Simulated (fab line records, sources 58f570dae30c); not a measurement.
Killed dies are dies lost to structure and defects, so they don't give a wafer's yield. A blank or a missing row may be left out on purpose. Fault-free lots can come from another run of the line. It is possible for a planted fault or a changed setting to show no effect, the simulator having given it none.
Split-lot study ; flow berkeley cmos170 ; 5 lots, 23 wafers read, on a route of 331 steps

== ON THE SPLIT ==
At UCB170_CONTACT_COAT_04 (resist thk 900 nm), the setting spin rpm was moved away from the recipe's 1500 rpm on 6 of the 23 wafers read, by -7.4% to -4.7%. All remaining wafers had this setting at the recipe value.

Reading taken at the split's own step.

== THE READING ==
KrF_of_CONTACT_COAT_04.thk nm (the simulator's own value, which no gauge read), in nm, at UCB170_CONTACT_COAT_04 (resist thk 900 nm). The file does not state a usual value for it. Across the 17 wafers here that went through the recipe, the average is 900.7 nm and the standard deviation 1.5 nm.

wafer;tool, chamber at the split;spin rpm as run, rpm;against the recipe;KrF_of_CONTACT_COAT_04.thk nm, nm;against lot-mates on the recipe
L074.1;litho track-02, 0;1500;recipe;899.7;-
L074.2;litho track-02, 0;1500;recipe;901.8;-
L074.3;litho track-02, 0;1430;-4.7%;924.1;+23.4
L074.5;litho track-02, 0;1500;recipe;900.7;-
L074.6;litho track-02, 0;1430;-4.7%;924.3;+23.6
L076.2;litho track-02, 0;1500;recipe;900.5;-
L076.3;litho track-02, 0;1500;recipe;899.3;-
L076.4;litho track-02, 0;1500;recipe;898.7;-
L076.5;litho track-02, 0;1500;recipe;899.6;-
L076.6;litho track-02, 0;1500;recipe;901.2;-
L078.1;litho track-01, 0;1389;-7.4%;938.5;+36.1
L078.2;litho track-01, 0;1500;recipe;902.3;-
L078.4;litho track-01, 0;1500;recipe;903;-
L078.5;litho track-01, 0;1500;recipe;901.9;-
L078.6;litho track-01, 0;1389;-7.4%;937.9;+35.5
L081.1;litho track-03, 0;1415;-5.7%;927;+25.9
L081.2;litho track-03, 0;1415;-5.7%;929.4;+28.3
L081.3;litho track-03, 0;1500;recipe;898.6;-
L081.5;litho track-03, 0;1500;recipe;903.9;-
L081.6;litho track-03, 0;1500;recipe;900.8;-
L082.2;litho track-01, 0;1500;recipe;900;-
L082.4;litho track-01, 0;1500;recipe;900.3;-
L082.6;litho track-01, 0;1500;recipe;899.3;-

THE FIT
A straight line over all 23 wafers: KrF_of_CONTACT_COAT_04.thk nm changes by -5 nm for each +1% of spin rpm; r = -0.99; the points scatter about the line by 1.4 nm.
The same after taking each lot's own level away (the mean of its wafers on the recipe; 23 wafers): -4.86 nm for each +1%; r = -1.00; scatter 1.1 nm.
Per that fit: largest spin rpm move, reading shift of 36 nm.
From 899.86 to 902.40 nm: that is the span of the lots' own levels, equal to 1.7 times the standard deviation above.
Consequently the slope shifts little with the lot-to-lot level, the two slopes agreeing.
Check: for one of the wafers moved furthest among these (-7.4%), held out of the fit, the line's prediction against its lot-mates is +35.9 nm. Against them it came out at +36.1 nm.

== FURTHER SPLITS ON THESE WAFERS ==
These wafers also went through other splits before the reading. Each is held against what the fit with the lots' levels taken away leaves over:
other split on the same wafers;wafers away from the commonest value;r with KrF_of_CONTACT_COAT_04.thk nm (lot level and that fit taken away)
UCB170_GATE_EXPOSE_09 dose mj;8;-0.10
UCB170_NLDD_IMPLANT_08 dose cm2;12;+0.31
UCB170_PSD_PEB_04 peb temp c;9;+0.27
UCB170_NSD_PEB_04 peb temp c;5;+0.04
UCB170_NSD_DEVELOP_05 dev temp c;11;+0.14
UCB170_SILICIDE_SPUTTER_01 power w;10;+0.12

== THE WHOLE CHAIN: every reading that the file lists as answering this split, in the file's order ==
step;what it does;reading;change (the file's fit);r (the file's)
UCB170_CONTACT_COAT_04;resist thk 900 nm;KrF_of_CONTACT_COAT_04.thk nm (the simulator's own value, which no gauge read);-4.85 nm for each +1% of the setting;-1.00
UCB170_CONTACT_STRIP_06;strips in O2;strip time to endpoint s;withheld for each +1% of the setting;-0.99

== THE FILE'S OWN FIT ==
KrF_of_CONTACT_COAT_04.thk nm changes by -4.85 nm for each +1% of spin rpm, r = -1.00.
